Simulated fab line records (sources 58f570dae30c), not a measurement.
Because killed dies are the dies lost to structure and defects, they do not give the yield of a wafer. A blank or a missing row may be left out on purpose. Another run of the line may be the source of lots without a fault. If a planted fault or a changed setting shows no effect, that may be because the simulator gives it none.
Which of the tools did it? || flow berkeley cmos170 || 42 wafers from 14 lots sampled at 5 of the route's 331 steps

== WHAT THE GAUGES SHOWED, per wafer ==
UCB170_GATE_CD_MEAS_12: the cd target is 350 nm.
{"lot": "L211", "measured": "day 6 16:17", "on": "cd sem-01", "cd nm (nm)": "352.5 352.2 353.2"}
{"lot": "L212", "measured": "day 6 16:21", "on": "cd sem-02", "cd nm (nm)": "350.3 348.4 350.2"}
{"lot": "L214", "measured": "day 7 05:22", "on": "cd sem-02", "cd nm (nm)": "351.5 351.4 351.5"}
{"lot": "L215", "measured": "day 7 12:45", "on": "cd sem-01", "cd nm (nm)": "351.4 351.5 351.7"}
{"lot": "L216", "measured": "day 8 01:19", "on": "cd sem-01", "cd nm (nm)": "350.9 349.1 348.2"}
{"lot": "L218", "measured": "day 8 00:14", "on": "cd sem-01", "cd nm (nm)": "351.2 350.7 350.6"}
{"lot": "L219", "measured": "day 8 01:35", "on": "cd sem-01", "cd nm (nm)": "350.5 352.0 352.0"}
{"lot": "L220", "measured": "day 8 04:30", "on": "cd sem-02", "cd nm (nm)": "350.3 350.9 350.1"}
{"lot": "L222", "measured": "day 8 16:47", "on": "cd sem-02", "cd nm (nm)": "350.3 351.0 350.2"}
{"lot": "L224", "measured": "day 9 05:10", "on": "cd sem-01", "cd nm (nm)": "350.5 349.9 349.5"}
{"lot": "L225", "measured": "day 9 11:27", "on": "cd sem-01", "cd nm (nm)": "349.1 350.0 349.1"}
{"lot": "L226", "measured": "day 9 21:45", "on": "cd sem-01", "cd nm (nm)": "350.4 349.4 350.7"}
{"lot": "L229", "measured": "day 9 21:57", "on": "cd sem-02", "cd nm (nm)": "351.8 349.9 350.9"}
{"lot": "L228", "measured": "day 9 21:35", "on": "cd sem-02", "cd nm (nm)": "349.6 350.2 349.9"}

UCB170_NLDD_OVL_MEAS_07.
{"lot": "L211", "measured": "day 6 20:20", "on": "overlay-02", "NLDD_OVL (nm)": "6 3 3"}
{"lot": "L212", "measured": "day 6 20:37", "on": "overlay-01", "NLDD_OVL (nm)": "0 1 5"}
{"lot": "L214", "measured": "day 7 08:35", "on": "overlay-02", "NLDD_OVL (nm)": "2 -2 4"}
{"lot": "L215", "measured": "day 7 16:19", "on": "overlay-02", "NLDD_OVL (nm)": "-1 5 0"}
{"lot": "L216", "measured": "day 8 08:23", "on": "overlay-01", "NLDD_OVL (nm)": "-4 -3 -5"}
{"lot": "L218", "measured": "day 8 07:19", "on": "overlay-02", "NLDD_OVL (nm)": "3 3 -2"}
{"lot": "L219", "measured": "day 8 08:30", "on": "overlay-02", "NLDD_OVL (nm)": "4 4 9"}
{"lot": "L220", "measured": "day 8 09:56", "on": "overlay-02", "NLDD_OVL (nm)": "-1 -1 2"}
{"lot": "L222", "measured": "day 8 21:10", "on": "overlay-02", "NLDD_OVL (nm)": "4 7 9"}
{"lot": "L224", "measured": "day 9 10:12", "on": "overlay-02", "NLDD_OVL (nm)": "5 10 5"}
{"lot": "L225", "measured": "day 9 14:55", "on": "overlay-02", "NLDD_OVL (nm)": "-14 -11 -5"}
{"lot": "L226", "measured": "day 10 03:35", "on": "overlay-01", "NLDD_OVL (nm)": "-2 -5 -8"}
{"lot": "L229", "measured": "day 10 04:08", "on": "overlay-02", "NLDD_OVL (nm)": "-9 -1 -3"}
{"lot": "L228", "measured": "day 10 03:19", "on": "overlay-02", "NLDD_OVL (nm)": "6 2 -6"}

UCB170_SPACER_THK_MEAS_01.
{"lot": "L211", "measured": "day 6 21:07", "on": "film metro-03", "SPACER_TEOS_THK (nm)": "371 371 378"}
{"lot": "L212", "measured": "day 6 21:20", "on": "film metro-04", "SPACER_TEOS_THK (nm)": "376 378 381"}
{"lot": "L214", "measured": "day 7 09:19", "on": "film metro-02", "SPACER_TEOS_THK (nm)": "374 384 382"}
{"lot": "L215", "measured": "day 7 17:06", "on": "film metro-03", "SPACER_TEOS_THK (nm)": "374 375 382"}
{"lot": "L216", "measured": "day 8 09:06", "on": "film metro-03", "SPACER_TEOS_THK (nm)": "372 372 374"}
{"lot": "L218", "measured": "day 8 08:13", "on": "film metro-04", "SPACER_TEOS_THK (nm)": "372 376 383"}
{"lot": "L219", "measured": "day 8 09:23", "on": "film metro-04", "SPACER_TEOS_THK (nm)": "372 373 378"}
{"lot": "L220", "measured": "day 8 10:52", "on": "film metro-04", "SPACER_TEOS_THK (nm)": "372 382 383"}
{"lot": "L222", "measured": "day 8 22:04", "on": "film metro-04", "SPACER_TEOS_THK (nm)": "380 385 386"}
{"lot": "L224", "measured": "day 9 10:55", "on": "film metro-04", "SPACER_TEOS_THK (nm)": "378 372 380"}
{"lot": "L225", "measured": "day 9 15:42", "on": "film metro-03", "SPACER_TEOS_THK (nm)": "373 374 372"}
{"lot": "L226", "measured": "day 10 04:29", "on": "film metro-03", "SPACER_TEOS_THK (nm)": "219 219 224 219 219 224"}
{"lot": "L229", "measured": "day 10 07:05", "on": "film metro-03", "SPACER_TEOS_THK (nm)": "223 226 229 223 226 229"}
{"lot": "L228", "measured": "day 10 04:30", "on": "film metro-02", "SPACER_TEOS_THK (nm)": "368 372 383"}

== TOOL THAT RAN EACH LOT (tool first, then ch and the chambers of the sampled wafers, then the start) ==
{"lot": "L211", "UCB170_ZERO_STRIP_07": "plasma asher-02 ch 0,1, day 2 07:13", "UCB170_SPACER_CVD_00": "pecvd-03 ch 0,1, day 6 21:05"}
{"lot": "L212", "UCB170_ZERO_STRIP_07": "plasma asher-04 ch 0,1, day 2 10:31", "UCB170_SPACER_CVD_00": "pecvd-04 ch 0,1, day 6 21:17"}
{"lot": "L214", "UCB170_ZERO_STRIP_07": "plasma asher-04 ch 0, day 2 19:32", "UCB170_SPACER_CVD_00": "pecvd-01 ch 1,2, day 7 09:16"}
{"lot": "L215", "UCB170_ZERO_STRIP_07": "plasma asher-02 ch 0,1, day 2 23:32", "UCB170_SPACER_CVD_00": "pecvd-01 ch 0,1,2, day 7 16:59"}
{"lot": "L216", "UCB170_ZERO_STRIP_07": "plasma asher-04 ch 0, day 3 05:50", "UCB170_SPACER_CVD_00": "pecvd-03 ch 1,2, day 8 09:03"}
{"lot": "L218", "UCB170_ZERO_STRIP_07": "plasma asher-02 ch 0,1, day 3 16:50", "UCB170_SPACER_CVD_00": "pecvd-01 ch 1,2, day 8 08:10"}
{"lot": "L219", "UCB170_ZERO_STRIP_07": "plasma asher-04 ch 0,1, day 3 22:13", "UCB170_SPACER_CVD_00": "pecvd-01 ch 0,2, day 8 09:20"}
{"lot": "L220", "UCB170_ZERO_STRIP_07": "plasma asher-02 ch 1, day 4 00:28", "UCB170_SPACER_CVD_00": "pecvd-04 ch 0,1,2, day 8 10:49"}
{"lot": "L222", "UCB170_ZERO_STRIP_07": "plasma asher-04 ch 0,1, day 4 10:44", "UCB170_SPACER_CVD_00": "pecvd-01 ch 0,1,2, day 8 22:01"}
{"lot": "L224", "UCB170_ZERO_STRIP_07": "plasma asher-04 ch 0,1, day 4 18:53", "UCB170_SPACER_CVD_00": "pecvd-01 ch 1,2, day 9 10:52"}
{"lot": "L225", "UCB170_ZERO_STRIP_07": "plasma asher-04 ch 1, day 5 06:38", "UCB170_SPACER_CVD_00": "pecvd-04 ch 1,2, day 9 15:35"}
{"lot": "L226", "UCB170_ZERO_STRIP_07": "plasma asher-02 ch 0,1, day 5 12:30", "UCB170_SPACER_CVD_00": "pecvd-01 ch 0,2, day 10 04:27"}
{"lot": "L229", "UCB170_ZERO_STRIP_07": "plasma asher-03 ch 0,1, day 5 22:25", "UCB170_SPACER_CVD_00": "pecvd-01 ch 0,1,2, day 10 07:02"}
{"lot": "L228", "UCB170_ZERO_STRIP_07": "plasma asher-02 ch 1, day 5 22:41", "UCB170_SPACER_CVD_00": "pecvd-04 ch 0,1, day 10 04:27"}
- UCB170_ZERO_STRIP_07: strips in O2.
- UCB170_SPACER_CVD_00: deposits SiO2 from TEOS/O2, target thk 376 nm, time 47 s.

== WHAT THE TOOLS THEMSELVES READ (means of the sampled wafers that have a number; where no wafer has one, the mark that the record gives instead) ==
UCB170_ZERO_STRIP_07.
{"lot": "L211", "tool": "plasma asher-02", "drypump motor current A (A)": 5.6, "o2 flow sccm (sccm)": 400.4, "oes product au (a.u.)": 0.727, "strip time to endpoint s (s)": 21.56}
{"lot": "L212", "tool": "plasma asher-04", "drypump motor current A (A)": 6.1, "o2 flow sccm (sccm)": 400.1, "oes product au (a.u.)": 0.729, "strip time to endpoint s (s)": 21.47}
{"lot": "L214", "tool": "plasma asher-04", "drypump motor current A (A)": 6.0, "o2 flow sccm (sccm)": 400.9, "oes product au (a.u.)": 0.731, "strip time to endpoint s (s)": 21.49}
{"lot": "L215", "tool": "plasma asher-02", "drypump motor current A (A)": 5.4, "o2 flow sccm (sccm)": 399.0, "oes product au (a.u.)": 0.727, "strip time to endpoint s (s)": 21.51}
{"lot": "L216", "tool": "plasma asher-04", "drypump motor current A (A)": 6.0, "o2 flow sccm (sccm)": 399.1, "oes product au (a.u.)": 0.728, "strip time to endpoint s (s)": 21.45}
{"lot": "L218", "tool": "plasma asher-02", "drypump motor current A (A)": 5.6, "o2 flow sccm (sccm)": 400.0, "oes product au (a.u.)": 0.729, "strip time to endpoint s (s)": 21.53}
{"lot": "L219", "tool": "plasma asher-04", "drypump motor current A (A)": 6.1, "o2 flow sccm (sccm)": 399.0, "oes product au (a.u.)": 0.723, "strip time to endpoint s (s)": 21.45}
{"lot": "L220", "tool": "plasma asher-02", "drypump motor current A (A)": 5.9, "o2 flow sccm (sccm)": 398.9, "oes product au (a.u.)": 0.727, "strip time to endpoint s (s)": 21.49}
{"lot": "L222", "tool": "plasma asher-04", "drypump motor current A (A)": 6.2, "o2 flow sccm (sccm)": 400.5, "oes product au (a.u.)": 0.726, "strip time to endpoint s (s)": 21.50}
{"lot": "L224", "tool": "plasma asher-04", "drypump motor current A (A)": 6.2, "o2 flow sccm (sccm)": 401.1, "oes product au (a.u.)": 0.725, "strip time to endpoint s (s)": 21.54}
{"lot": "L225", "tool": "plasma asher-04", "drypump motor current A (A)": 6.3, "o2 flow sccm (sccm)": 400.2, "oes product au (a.u.)": 0.729, "strip time to endpoint s (s)": 21.51}
{"lot": "L226", "tool": "plasma asher-02", "drypump motor current A (A)": 5.4, "o2 flow sccm (sccm)": 401.0, "oes product au (a.u.)": 0.724, "strip time to endpoint s (s)": 21.58}
{"lot": "L229", "tool": "plasma asher-03", "drypump motor current A (A)": 5.5, "o2 flow sccm (sccm)": 400.5, "oes product au (a.u.)": 0.726, "strip time to endpoint s (s)": 21.46}
{"lot": "L228", "tool": "plasma asher-02", "drypump motor current A (A)": 5.8, "o2 flow sccm (sccm)": 398.5, "oes product au (a.u.)": 0.726, "strip time to endpoint s (s)": 21.54}

UCB170_SPACER_CVD_00.
{"lot": "L211", "tool": "pecvd-03", "heater power w (W)": 276, "pressure mtorr (mTorr)": 9015}
{"lot": "L212", "tool": "pecvd-04", "heater power w (W)": 275, "pressure mtorr (mTorr)": 8989}
{"lot": "L214", "tool": "pecvd-01", "heater power w (W)": 285, "pressure mtorr (mTorr)": 8992}
{"lot": "L215", "tool": "pecvd-01", "heater power w (W)": 324, "pressure mtorr (mTorr)": 9003}
{"lot": "L216", "tool": "pecvd-03", "heater power w (W)": 265, "pressure mtorr (mTorr)": 8994}
{"lot": "L218", "tool": "pecvd-01", "heater power w (W)": 255, "pressure mtorr (mTorr)": 8996}
{"lot": "L219", "tool": "pecvd-01", "heater power w (W)": 298, "pressure mtorr (mTorr)": 8979}
{"lot": "L220", "tool": "pecvd-04", "heater power w (W)": 287, "pressure mtorr (mTorr)": 8986}
{"lot": "L222", "tool": "pecvd-01", "heater power w (W)": 292, "pressure mtorr (mTorr)": 9010}
{"lot": "L224", "tool": "pecvd-01", "heater power w (W)": 239, "pressure mtorr (mTorr)": 9004}
{"lot": "L225", "tool": "pecvd-04", "heater power w (W)": 287, "pressure mtorr (mTorr)": 8999}
{"lot": "L226", "tool": "pecvd-01", "heater power w (W)": 316, "pressure mtorr (mTorr)": 9007}
{"lot": "L229", "tool": "pecvd-01", "heater power w (W)": 316, "pressure mtorr (mTorr)": 9000}
{"lot": "L228", "tool": "pecvd-04", "heater power w (W)": 268, "pressure mtorr (mTorr)": 8987}

== THE ANSWER, worked out from the rows above alone ==
Rule: what is usual is taken from the lots themselves. Put in order of their means at a reading, lots are off if they are a third of the lots or fewer, leave a main group of 4 or more, and stand apart from it by a gap of 3 or more times the standard deviation of the main group's means; of several such gaps the widest counts. Not used: any main group whose means are identical at the precision the tables above print for the reading. A lot without any number at a reading at which 4 lots or more have one is off too. All remaining lots with rows at the step are treated as sound. The gauges are gone through in route order, then the tools' own readings, and for those a lot's mean is taken as printed above. At the first step where some lot is off, the reading lying furthest off is the one used; lots without a number count as furthest.
Off: at UCB170_SPACER_THK_MEAS_01 (SPACER_TEOS_THK), L226, L229. The main group has a mean of 377 nm with a standard deviation of 3.2.
If a tool, at a process step before that reading, ran all the lots that are off and no sound lot after the first of them, it fits. Those tools and the gauges at UCB170_SPACER_THK_MEAS_01 are tried in the same way. Can't be told from this: 2 tools fit, pecvd-01 at UCB170_SPACER_CVD_00, film metro-03 at UCB170_SPACER_THK_MEAS_01.

== WHAT THE SIMULATOR HAD INSERTED ==
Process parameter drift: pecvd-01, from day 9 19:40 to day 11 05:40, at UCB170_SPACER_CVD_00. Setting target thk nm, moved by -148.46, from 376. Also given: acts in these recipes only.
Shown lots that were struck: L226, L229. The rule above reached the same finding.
